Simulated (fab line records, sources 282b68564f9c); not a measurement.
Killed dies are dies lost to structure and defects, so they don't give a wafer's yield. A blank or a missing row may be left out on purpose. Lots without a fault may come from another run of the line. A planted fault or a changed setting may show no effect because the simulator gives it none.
fab line records | flow rit_cmos
record lots=10 wafers=30 last_day=7
route steps=202 shown GATE@83 SPACER@128 PSD@151 SILICIDE@167
lots that met no fault: from a run of the same line without faults
start_h: hours from the record's first day to the start of the lot's first wafer shown | wait_h: hours since the lot's step before | " the same as in the row above | L1.1+2: a row that stands for several wafers | - no value, or no start given | * or withheld: withheld | < > ~ a bound
route shown NAME@n: a module of which the file shows steps, and the number in the route of the first | usual: mean/standard deviation of fault-free wafers | same: alike in all rows | chamber/n: place in a boat | sites: the reading at each site | _std_site: their standard deviation | _edge_site: outer sites' mean less inner sites' | radius_mm: how far each site lies from the wafer's centre | mask NAME#n: copy n | behind: the tool/chamber that last shaped the wafer | hold: why the lot was held/for how many hours/how that ended | device: the transistor (n, p or np) that didn't switch | end of line: the same wafers' tests at the end of the route | a step without rows: its recipe alone | killed: dies lost to structure and defects at the first sort, not the wafer's yield | map: a wafer's dies, x killed, . not, _ none there
set.NAME: the setting as run; set.NAME@STEP: as run at that earlier step | model.NAME: the simulator's own value behind a step, which no gauge read
steps of the route over a sample of lots; a table a step, a row a wafer
services: from which hour (start_h, from the record's first day; less than 0 if before it) a tool's chamber was out of use, for how many hours, and why
## steps
# step RIT_GATE_THK_MEAS_07
# recipe reads=SiO2_of_GATE_OXIDATION_05
# usual GATE_OXIDE_THK=2.99/0.084
# columns lot.wafer tool chamber start_h wait_h GATE_OXIDE_THK[nm]
L734.1 film_metro-04 - 33.62 0.0 2.93
L734.2 " - " " 2.89
L734.5 " - " " 2.87
L735.1 film_metro-01 - 39.81 0.0 3.21
L735.3 " - " " 3.15
L735.4 " - " " 3.11
L743.3 film_metro-04 - 80.30 0.0 2.95
L743.5 " - " " 2.99
L743.6 " - " " 3.02
L744.1 film_metro-03 - 84.41 0.0 2.91
L744.2 " - " " 2.92
L744.5 " - " " 2.91
L746.1 film_metro-03 - 93.03 0.0 3.11
L746.3 " - " " 3.10
L746.6 " - " " 3.10
L747.2 film_metro-04 - 99.79 0.0 3.02
L747.3 " - " " 3.09
L747.5 " - " " 3.11
L748.1 film_metro-04 - 103.89 0.0 2.93
L748.3 " - " " 3.06
L748.4 " - " " 2.96
L749.1 film_metro-04 - 108.38 0.0 2.88
L749.4 " - " " 3.03
L749.6 " - " " 2.92
L755.1 film_metro-04 - 138.38 0.0 3.02
L755.2 " - " " 2.98
L755.6 " - " " 2.98
L756.2 film_metro-03 - 148.81 0.0 2.98
L756.3 " - " " 2.99
L756.6 " - " " 3.03
# step RIT_SPACER_CVD_03
# recipe material=Si3N4 target_thk_nm=250 temp_c=810 precursor=SiH2Cl2/NH3 time_s=3300 pressure_mtorr=300 sih2cl2_flow_sccm=60 nh3_flow_sccm=150
# usual pressure_mtorr=299.9/0.58 spike_tc_centre_C=812.5/1.2 spike_tc_load_C=832.8/2 spike_tc_source_C=833.8/1.9 susceptor_temp_C=810.0/0.32 zone_power_source_pct=21.2/0.33
# columns lot.wafer tool chamber start_h wait_h pressure_mtorr spike_tc_centre_C spike_tc_load_C spike_tc_source_C susceptor_temp_C zone_power_source_pct
L734.1 lpcvd-01 0 43.62 0.0 299.7 812.8 832.9 835.0 810.2 20.7
L734.2 " 0 " " 298.8 813.0 832.9 836.1 810.2 21.3
L734.5 " 0 " " 300.0 812.5 836.5 837.6 810.4 20.8
L735.1 lpcvd-02 0 49.53 0.0 299.9 811.8 835.0 831.1 809.9 21.0
L735.3 " 0 " " 300.3 810.6 831.7 831.0 810.1 21.0
L735.4 " 0 " " 299.4 811.4 834.3 831.1 810.3 20.8
L743.3 lpcvd-02 1 90.13 0.0 300.9 813.7 829.7 832.2 809.7 21.9
L743.5 " 1 " " 300.5 811.4 831.5 833.8 810.1 21.8
L743.6 " 1 " " 299.9 813.8 830.0 833.5 810.5 21.4
L744.1 lpcvd-01 0 94.18 0.0 299.4 857.4 880.8 881.6 854.9 23.5
L744.2 " 0 " " 300.3 858.3 880.1 881.9 855.0 23.2
L744.5 " 0 " " 299.9 857.9 878.4 880.4 854.6 23.5
L746.1 lpcvd-02 0 102.83 0.0 299.1 810.5 834.3 830.4 809.7 21.1
L746.3 " 0 " " 298.2 810.8 831.0 828.2 809.9 21.0
L746.6 " 0 " " 299.5 810.3 832.7 832.5 810.0 20.8
L747.2 lpcvd-02 0 110.12 0.0 299.3 810.6 834.7 833.7 810.6 20.9
L747.3 " 0 " " 299.8 811.8 833.4 831.2 810.2 20.7
L747.5 " 0 " " 300.5 812.8 832.5 831.9 810.3 21.1
L748.1 lpcvd-02 1 113.69 0.0 300.2 813.3 831.1 834.8 810.2 21.4
L748.3 " 1 " " 301.0 811.9 829.7 833.4 809.9 21.6
L748.4 " 1 " " 300.1 813.0 830.2 832.9 810.1 21.5
L749.1 lpcvd-01 1 118.53 0.5 299.2 812.1 831.5 832.1 810.2 21.5
L749.4 " 1 " " 299.9 814.7 834.2 835.3 810.1 21.3
L749.6 " 1 " " 300.1 813.7 833.8 833.4 809.8 21.5
L755.1 lpcvd-02 1 148.93 0.0 300.9 812.2 831.4 832.8 810.0 21.5
L755.2 " 1 " " 299.4 811.5 829.6 833.2 810.0 21.7
L755.6 " 1 " " 300.0 812.6 829.2 831.6 810.6 21.3
L756.2 lpcvd-02 0 159.46 0.0 300.0 810.6 831.0 832.3 810.0 21.3
L756.3 " 0 " " 300.3 811.8 832.5 830.5 809.6 21.1
L756.6 " 0 " " 300.3 811.1 830.8 832.5 810.3 21.1
# step RIT_SPACER_THK_MEAS_04
# recipe reads=Si3N4_of_SPACER_CVD_03
# usual SPACER_NITRIDE_THK=250.1/2.5
# columns lot.wafer tool chamber start_h wait_h SPACER_NITRIDE_THK[nm]
L734.1 film_metro-01 - 45.54 0.0 250.8
L734.2 " - " " 249.4
L734.5 " - " " 250.1
L735.1 film_metro-02 - 51.45 0.0 251.0
L735.3 " - " " 251.8
L735.4 " - " " 250.2
L743.3 film_metro-02 - 92.06 0.0 246.5
L743.5 " - " " 247.6
L743.6 " - " " 248.1
L744.1 film_metro-04 - 96.09 0.0 420.0
L744.2 " - " " 421.0
L744.5 " - " " 419.3
L746.1 film_metro-04 - 104.75 0.0 247.3
L746.3 " - " " 246.5
L746.6 " - " " 248.5
L747.2 film_metro-01 - 112.04 0.0 249.7
L747.3 " - " " 251.1
L747.5 " - " " 247.5
L748.1 film_metro-02 - 115.61 0.0 249.5
L748.3 " - " " 247.0
L748.4 " - " " 250.4
L749.1 film_metro-01 - 120.45 0.0 249.1
L749.4 " - " " 249.1
L749.6 " - " " 248.7
L755.1 film_metro-04 - 150.85 0.0 251.2
L755.2 " - " " 252.5
L755.6 " - " " 249.4
L756.2 film_metro-04 - 161.38 0.0 249.5
L756.3 " - " " 247.9
L756.6 " - " " 249.5
# step RIT_SPACER_ETCHBACK_05
# recipe target_depth_a=2500 SF6_flow_sccm=30 CHF3_flow_sccm=30 target=Si3N4 chemistry=SF6/CHF3 pressure_mtorr=40 rf_w=250 time_s=229.5 stop_on=SiO2
# usual chamber_pressure_mTorr=40.00/0.033 drypump_motor_current_A=5.5/0.53 oes_product_au=0.871/0.016 throttle_valve_pct=10.37/0.16
# columns lot.wafer tool chamber start_h wait_h chamber_pressure_mTorr drypump_motor_current_A oes_product_au rf_hours_counter_h throttle_valve_pct
L734.1 rie_diel-04 2 45.60 0.1 40.00 5.7 0.878 130 10.26
L734.2 " 0 " " 39.97 5.5 0.859 91 10.54
L734.5 " 3 " " 40.02 4.9 0.876 - 10.48
L735.1 rie_diel-01 1 51.51 0.1 39.99 6.6 0.884 133 10.39
L735.3 " 3 " " 40.01 4.8 0.865 25 10.45
L735.4 " 2 " " 39.97 5.6 0.900 135 10.39
L743.3 rie_diel-02 0 92.10 0.0 39.96 5.2 0.887 151 10.19
L743.5 " 1 " " 39.97 5.8 0.854 - 10.49
L743.6 " 2 " " 40.05 4.9 0.857 - 10.34
L744.1 rie_diel-02 3 96.15 0.1 39.96 5.8 0.997 125 10.11
L744.2 " 2 " " 40.04 4.8 0.990 90 10.37
L744.5 " 0 " " 40.00 5.2 1.029 - 10.23
L746.1 rie_diel-04 1 104.81 0.1 40.01 6.5 0.860 118 10.59
L746.3 " 0 " " 39.97 5.4 0.852 92 10.53
L746.6 " 3 " " 39.98 4.9 0.876 - 10.49
L747.2 rie_diel-02 1 112.09 0.0 40.04 5.8 0.859 118 10.49
L747.3 " 2 " " 40.04 4.8 0.859 90 10.33
L747.5 " 0 " " 39.96 5.2 0.880 - 10.20
L748.1 rie_diel-02 0 115.67 0.1 40.02 5.2 0.897 152 10.18
L748.3 " 2 " " 39.98 4.9 0.853 90 10.33
L748.4 " 3 " " 40.02 5.8 0.846 125 10.05
L749.1 rie_diel-02 2 120.51 0.1 40.02 4.9 0.868 90 10.35
L749.4 " 3 " " 40.02 5.8 0.852 125 10.04
L749.6 " 0 " " 39.98 5.3 0.893 - 10.18
L755.1 rie_diel-02 1 150.91 0.1 40.00 5.8 0.859 119 10.50
L755.2 " 2 " " 40.06 4.9 0.875 91 10.35
L755.6 " 1 " " 40.02 5.8 0.857 - 10.49
L756.2 rie_diel-01 3 161.43 0.0 39.98 4.8 0.859 27 10.44
L756.3 " 2 " " 40.01 5.7 0.888 137 10.39
L756.6 " 2 " " 40.04 5.7 0.893 - 10.39
# step RIT_PSD_STRIP_09
# recipe chemistry=O2 time_s=180 resist=NOVOLAK platen_temp_c=withheld power_w=500 pressure_mtorr=4000 o2_flow_sccm=4000
# usual chamber_pressure_mTorr=4000/3.7 drypump_motor_current_A=5.4/0.55
# columns lot.wafer tool chamber start_h wait_h chamber_pressure_mTorr drypump_motor_current_A rf_hours_counter_h
L734.1 plasma_asher-02 0 48.35 0.1 3991 4.7 27
L734.2 " 1 " " 4000 5.5 27
L734.5 " 1 " " 4004 5.5 -
L735.1 plasma_asher-04 1 54.53 0.1 3995 4.8 44
L735.3 " 1 " " 3999 4.9 -
L735.4 " 0 " " 3999 6.3 -
L743.3 plasma_asher-04 1 95.17 0.1 4000 4.9 -
L743.5 " 1 " " 4001 4.9 -
L743.6 " 0 " " 3992 6.3 -
L746.1 plasma_asher-03 1 107.81 0.1 4002 5.4 41
L746.3 " 0 " " 4001 5.4 -
L746.6 " 1 " " 4001 5.4 -
L747.2 plasma_asher-04 1 115.06 0.1 4007 4.9 51
L747.3 " 0 " " 4001 6.3 -
L747.5 " 0 " " 3988 6.3 -
L748.1 plasma_asher-04 0 118.67 0.1 4005 6.3 51
L748.3 " 1 " " 4002 4.9 -
L748.4 " 0 " " 4002 6.3 -
L749.1 plasma_asher-02 1 123.39 0.1 4001 5.5 35
L749.4 " 0 " " 3995 4.7 -
L749.6 " 0 " " 4000 4.7 -
L755.1 plasma_asher-04 0 153.86 0.1 3994 6.3 55
L755.2 " 1 " " 3998 4.9 55
L755.6 " 0 " " 4000 6.3 -
L756.2 plasma_asher-04 0 164.40 0.1 3994 6.3 56
L756.3 " 1 " " 3997 4.9 -
L756.6 " 0 " " 4006 6.3 -
# step RIT_SILICIDE_RTA_06
# recipe temp_c=750 time_s=10 idle_temp_c=25 ramp_up_s=5 ramp_down_s=10 cool_to_c=25 ambient=N2
# usual wafer_temp_C_max=753.2/0.69
# columns lot.wafer tool chamber start_h wait_h wafer_temp_C_max
L734.1 rtp_anneal-01 0 50.00 0.0 752.4
L734.2 " 0 " " 751.9
L734.5 " 0 " " 753.6
L735.1 rtp_anneal-02 0 56.13 0.0 753.4
L735.3 " 0 " " 752.8
L735.4 " 0 " " 752.7
L743.3 rtp_anneal-02 0 96.72 0.0 753.2
L743.5 " 0 " " 752.8
L743.6 " 0 " " 754.4
L746.1 rtp_anneal-01 0 109.40 0.0 753.6
L746.3 " 0 " " 752.8
L746.6 " 0 " " 752.9
L747.2 rtp_anneal-02 0 116.66 0.0 752.4
L747.3 " 0 " " 753.4
L747.5 " 0 " " 752.8
L748.1 rtp_anneal-01 0 120.26 0.0 752.4
L748.3 " 0 " " 752.3
L748.4 " 0 " " 753.1
L749.1 rtp_anneal-02 0 124.98 0.0 754.0
L749.4 " 0 " " 753.2
L749.6 " 0 " " 753.2
L755.1 rtp_anneal-02 0 155.45 0.0 753.3
L755.2 " 0 " " 753.5
L755.6 " 0 " " 753.8
L756.2 rtp_anneal-01 0 166.28 0.0 752.6
L756.3 " 0 " " 752.5
L756.6 " 0 " " 752.5
## services
# columns tool chamber start_h hours kind
plasma_asher-03 - 30.14 7.3 repair
rie_diel-02 3 35.02 13.1 repair
plasma_asher-02 - 50.59 2.3 repair
rie_diel-04 0 70.20 2.9 repair
plasma_asher-02 - 77.20 0.7 repair
plasma_asher-02 - 78.69 1.6 repair
plasma_asher-03 - 79.26 1.9 repair
plasma_asher-02 - 88.25 2.5 repair
lpcvd-01 - 96.11 6.0 pm
rie_diel-01 - 104.43 27.2 repair
plasma_asher-03 - 108.75 9.0 pm
plasma_asher-03 0 108.75 9.0 vent_cycle
plasma_asher-03 1 108.75 9.0 vent_cycle
lpcvd-02 - 115.61 6.0 pm
plasma_asher-03 0 117.75 - clean
plasma_asher-03 1 117.75 - clean
plasma_asher-03 - 133.45 1.9 repair
rtp_anneal-01 - 142.21 6.5 pm
rie_diel-02 0 144.20 - clean
rie_diel-02 0 144.20 13.0 scheduled_down
rie_diel-02 0 144.20 13.0 vent_cycle
rie_diel-01 0 145.67 4.8 repair
rie_diel-01 1 151.97 3.9 repair
rie_diel-01 0 159.07 4.2 repair
## key
first_sign step=RIT_SPACER_CVD_03 reading=susceptor_temp_C direction=up sigmas=99+ usual=* struck=*
effect step=RIT_SPACER_CVD_03 reading=spike_tc_centre_C direction=up sigmas=38 usual=812.5 struck=857.9
effect step=RIT_SPACER_THK_MEAS_04 reading=SPACER_NITRIDE_THK direction=up sigmas=68 usual=250.1 struck=420.1
effect step=RIT_SPACER_ETCHBACK_05 reading=oes_product_au direction=up sigmas=8.5 usual=0.871 struck=1.005
met_at RIT_SPACER_CVD_03
struck_lots L744
struck_wafers L744.1,L744.2,L744.5
later_rows_left_out L744.1,L744.2,L744.5
sort_left_out L744.1,L744.2,L744.5
tester_left_out L744
not_acting_at RIT_GATE_THK_MEAS_07,RIT_PSD_STRIP_09,RIT_SILICIDE_RTA_06
onset_between 43.62 94.18
fault kind=process_parameter_drift tool=lpcvd-01 chamber=0 onset_h=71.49 steps=RIT_SPACER_CVD_03 channel=temp_c offset=* shape=step end_h=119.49 acts_in=* stated=*
# tester_left_out: of these lots the tester's yield and bins aren't shown, on N5 and GAA mostly nor the transistor test; their killed dies are dies lost to structure and defects alone, not to doping, threshold or leakage, so they don't give the yield
# sort_left_out: the simulated sort isn't trusted on such a fault, so these wafers' sort isn't shown, and their yield isn't known
# later_rows_left_out: the simulator's readings of these wafers behind a module that went badly wrong aren't trusted and aren't shown, but for the sort
